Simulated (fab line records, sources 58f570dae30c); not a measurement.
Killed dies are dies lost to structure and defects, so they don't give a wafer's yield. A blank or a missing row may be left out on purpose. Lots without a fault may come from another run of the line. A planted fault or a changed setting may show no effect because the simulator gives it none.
Tool commonality check | flow berkeley_cmos170 | 13 lots, 42 wafers sampled

WHY IT WAS OPENED
At UCB170_PWELL_THK_MEAS_06 the reading PWELL_NITRIDE_THK is flagged on 1 of 13 lots. Wafers without a fault read 220.6 nm, standard deviation 2.1.
Rule: a lot is flagged when every wafer of it that has a number lies more than 4 standard deviations from that mean, or none has a number. The other lots count as sound.

lot  | measured    | on            | PWELL_NITRIDE_THK (nm), wafer by wafer | flag
L339 | day 2 22:56 | film_metro-03 | 219.4 222.0 219.3                      |
L340 | day 3 06:35 | film_metro-01 | 215.9 217.9 216.2                      |
L341 | day 3 06:35 | film_metro-04 | 220.0 219.2 218.8                      |
L342 | day 3 11:18 | film_metro-01 | 221.0 220.5 222.2                      |
L343 | day 3 19:55 | film_metro-03 | 219.9 220.7 220.2                      |
L344 | day 3 19:55 | film_metro-04 | 223.7 222.9 223.2                      |
L345 | day 4 02:49 | film_metro-01 | 167.9 169.7 169.0 168.1 169.7 168.9    | FLAGGED
L358 | day 6 22:53 | film_metro-01 | 224.0 224.5 224.7                      |
L357 | day 6 22:54 | film_metro-03 | 221.0 219.9 218.4                      |
L359 | day 7 08:25 | film_metro-03 | 219.9 217.9 218.4                      |
L360 | day 7 08:25 | film_metro-04 | 222.2 222.0 223.0                      |
L361 | day 7 11:46 | film_metro-01 | 222.8 225.7 223.7                      |
L362 | day 7 11:49 | film_metro-04 | 220.6 220.8 220.2                      |
The numbers of the flagged lots are 168.9 nm on average: -51.7 nm against the usual, or -25 standard deviations.

WHICH TOOL RAN EACH LOT
The record holds 1 process step before the reading, out of a route of 331 steps. In each cell: the tool, then ch and the chambers that the sampled wafers went through, then the start.
lot  | flag    | UCB170_PWELL_CVD_05
L339 |         | lpcvd-01 ch 0, day 2 21:01
L340 |         | lpcvd-01 ch 0, day 3 04:40
L341 |         | lpcvd-01 ch 0, day 3 04:40
L342 |         | lpcvd-01 ch 1, day 3 09:22
L343 |         | lpcvd-02 ch 0, day 3 18:00
L344 |         | lpcvd-02 ch 1, day 3 18:00
L345 | FLAGGED | lpcvd-02 ch 0, day 4 00:54
L358 |         | lpcvd-02 ch 0, day 6 20:58
L357 |         | lpcvd-02 ch 0, day 6 20:58
L359 |         | lpcvd-02 ch 0, day 7 06:30
L360 |         | lpcvd-02 ch 1, day 7 06:30
L361 |         | lpcvd-02 ch 1, day 7 09:51
L362 |         | lpcvd-02 ch 0, day 7 09:51
What these steps do:
- UCB170_PWELL_CVD_05: deposits Si3N4 from SiH2Cl2/NH3, target thk 220 nm, time 3300 s.
- UCB170_PWELL_THK_MEAS_06

FLAGGED OVER TOTAL, TOOL BY TOOL (the gauges that took the reading come last)
step                     | tool          | lots run | flagged | share of the flagged lots | sound lots run after its first flagged lot
UCB170_PWELL_CVD_05      | lpcvd-01      | 4        | 0       | none                      | -
UCB170_PWELL_CVD_05      | lpcvd-02      | 9        | 1       | all                       | 6 (L357,L358,L359,L360,L361,L362)
UCB170_PWELL_THK_MEAS_06 | film_metro-01 | 5        | 1       | all                       | 2 (L358,L361)
UCB170_PWELL_THK_MEAS_06 | film_metro-03 | 4        | 0       | none                      | -
UCB170_PWELL_THK_MEAS_06 | film_metro-04 | 4        | 0       | none                      | -

WHAT THE TABLE ALLOWS
2 rows of the table ran every flagged lot: lpcvd-02 at UCB170_PWELL_CVD_05, film_metro-01 at UCB170_PWELL_THK_MEAS_06.
- lpcvd-02 at UCB170_PWELL_CVD_05: 1 of its 9 lots flagged. Sound lots ran on it after the first flagged one (L357, L358, L359, L360, L361, L362), which a lasting fault on the whole tool wouldn't allow.
- film_metro-01 at UCB170_PWELL_THK_MEAS_06: 1 of its 5 lots flagged. Sound lots ran on it after the first flagged one (L358, L361), which a lasting fault on the whole tool wouldn't allow.
No row of the table ran every flagged lot and no sound lot after the first.

WHAT THE SIMULATOR HAD PUT IN
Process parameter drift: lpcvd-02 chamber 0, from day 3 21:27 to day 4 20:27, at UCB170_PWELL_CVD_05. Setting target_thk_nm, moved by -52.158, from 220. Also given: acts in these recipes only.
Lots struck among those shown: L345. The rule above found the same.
